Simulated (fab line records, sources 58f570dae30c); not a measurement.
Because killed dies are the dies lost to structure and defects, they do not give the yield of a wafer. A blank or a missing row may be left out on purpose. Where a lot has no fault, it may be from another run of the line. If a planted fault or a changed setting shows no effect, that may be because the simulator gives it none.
Chamber matching    flow berkeley-cmos170    pecvd-04 running UCB170_V1_CVD_00: 3 sister chambers
The step deposits SiO2 from TEOS/O2, target thk 2000 nm, time 250 s. 14 wafers are shown with their chamber, then 7 later ones without.

EACH WAFER AND ITS CHAMBER
wafer   chamber  heater-power-w (W)  rf-fwd-power-W (W)  pressure-mtorr (mTorr)
L809.2  0        216                 550.3               9004
L809.4  1        221                 550.3               8988
L809.5  0        141                 550.1               8990
L810.1  0        180                 546.7               8999
L810.2  2        220                 549.2               9010
L810.3  1        247                 547.5               9053
L816.1  1        243                 547.8               8972
L816.3  0        203                 549.0               8967
L816.6  1        299                 547.0               9013
L817.1  1        270                 550.6               9027
L817.3  0        216                 549.4               8952
L817.5  2        266                 543.4               8995
L818.1  0        159                 547.5               9025
L818.2  1        303                 546.6               9003

SIGNATURES, as means of the wafers listed above
reading         chamber 0  chamber 1  chamber 2  scatter within a chamber
heater-power-w  185.83     263.83     243.00     32
rf-fwd-power-W  548.833    548.300    546.300    1.95
pressure-mtorr  8989.50    9009.33    9002.50    26.5
Rule: for a wafer and a chamber, the distance is found by dividing, reading by reading, the gap between the wafer's reading and the chamber's mean by the reading's scatter, squaring, summing and taking the root. If the next closest chamber is less than 2 further off than the closest, the wafer can't be placed; otherwise it belongs to the closest. The scatter: take each reading less its chamber's mean, square it, sum over the shown wafers, divide by the number of wafers less the number of chambers, and take the root.

WAFERS WHOSE CHAMBER IS MISSING
wafer   heater-power-w (W)  rf-fwd-power-W (W)  pressure-mtorr (mTorr)
L818.6  216                 549.2               8987
L822.1  183                 547.0               9006
L822.4  141                 546.2               9004
L822.5  216                 550.5               9002
L829.3  298                 551.5               8993
L829.4  148                 548.7               9000
L829.6  188                 546.6               9020

WHICH CHAMBER EACH WENT THROUGH
wafer   from the rows above           in truth
L818.6  can't be placed: 0 or 1 or 2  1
L822.1  can't be placed: 0 or 2 or 1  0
L822.4  can't be placed: 0 or 2 or 1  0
L822.5  can't be placed: 0 or 1 or 2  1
L829.3  can't be placed: 1 or 2 or 0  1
L829.4  can't be placed: 0 or 2       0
L829.6  can't be placed: 0 or 2 or 1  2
Placed correctly: 0 of 7. Unplaceable from these rows: 7, with the true chamber sitting among the candidates in 7. 0 placed wrongly.
